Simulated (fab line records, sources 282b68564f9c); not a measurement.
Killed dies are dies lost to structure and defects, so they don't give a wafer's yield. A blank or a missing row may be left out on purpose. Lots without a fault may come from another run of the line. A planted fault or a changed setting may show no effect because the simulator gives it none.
Split-lot experiment | flow rit_cmos | 5 lots, 23 wafers read, on a route of 202 steps

THE SPLIT
At RIT_GATE_OXIDATION_05 (target thk 3 nm, ox time 270 s), the setting ox_time_s was moved away from the recipe's 270 s on 15 of the 23 wafers read, by -11.4% to +14.3%. The other wafers ran this setting at the recipe's value.

FROM THE SPLIT TO THE READING: what the file shows between them, 1 step
- RIT_GATE_ANNEAL_06: time 600 s

THE READING
GATE_OXIDE_THK, in nm, at RIT_GATE_THK_MEAS_07. Fault-free wafers of this fab line usually give 3.04 nm, standard deviation 0.056 nm.

wafer  | tool, chamber at the split | ox_time_s as run, s | against the recipe | GATE_OXIDE_THK, nm | against lot-mates on the recipe
L077.1 | -, -                       | 239.1               | -11.4%             | 2.65               | no lot-mate on the recipe
L077.2 | -, -                       | 239.1               | -11.4%             | 2.64               | no lot-mate on the recipe
L077.3 | -, -                       | 239.1               | -11.4%             | 2.71               | no lot-mate on the recipe
L077.5 | -, -                       | 239.1               | -11.4%             | 2.69               | no lot-mate on the recipe
L077.6 | -, -                       | 239.1               | -11.4%             | 2.70               | no lot-mate on the recipe
L079.1 | furnace-04, 0              | 270                 | recipe             | 2.95               | -
L079.3 | furnace-04, 0              | 270                 | recipe             | 2.95               | -
L079.4 | furnace-04, 0              | 270                 | recipe             | 2.96               | -
L081.1 | -, -                       | 308.6               | +14.3%             | 3.34               | no lot-mate on the recipe
L081.2 | -, -                       | 308.6               | +14.3%             | 3.30               | no lot-mate on the recipe
L081.3 | -, -                       | 308.6               | +14.3%             | 3.33               | no lot-mate on the recipe
L081.5 | -, -                       | 308.6               | +14.3%             | 3.38               | no lot-mate on the recipe
L081.6 | -, -                       | 308.6               | +14.3%             | 3.39               | no lot-mate on the recipe
L082.1 | -, -                       | 247.6               | -8.3%              | 2.82               | no lot-mate on the recipe
L082.2 | -, -                       | 247.6               | -8.3%              | 2.93               | no lot-mate on the recipe
L082.3 | -, -                       | 247.6               | -8.3%              | 2.88               | no lot-mate on the recipe
L082.4 | -, -                       | 247.6               | -8.3%              | 2.85               | no lot-mate on the recipe
L082.5 | -, -                       | 247.6               | -8.3%              | 2.88               | no lot-mate on the recipe
L085.1 | -, -                       | 270                 | recipe             | 3.01               | -
L085.2 | -, -                       | 270                 | recipe             | 3.04               | -
L085.3 | -, -                       | 270                 | recipe             | 3.06               | -
L085.4 | -, -                       | 270                 | recipe             | 3.01               | -
L085.6 | -, -                       | 270                 | recipe             | 2.99               | -

THE FIT
A straight line over all 23 wafers: GATE_OXIDE_THK changes by +0.0241 nm for each +1% of ox_time_s; r = +0.97; the points scatter about the line by 0.055 nm.
Too few moved wafers have a lot-mate on the recipe to fit a line with each lot's own level taken away.

THE WHOLE CHAIN: every reading that the file lists as answering this split, in the file's order
step                  | what it does                   | reading                                                                           | change (the file's fit)                | r (the file's)
RIT_GATE_OXIDATION_05 | target thk 3 nm, ox time 270 s | SiO2_of_GATE_OXIDATION_05.thk_nm (the simulator's own value, which no gauge read) | +0.0235 nm for each +1% of the setting | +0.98
RIT_GATE_THK_MEAS_07  |                                | GATE_OXIDE_THK                                                                    | +0.024 for each +1% of the setting     | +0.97

THE FILE'S OWN FIT
GATE_OXIDE_THK changes by +0.024 nm for each +1% of ox_time_s, r = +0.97.
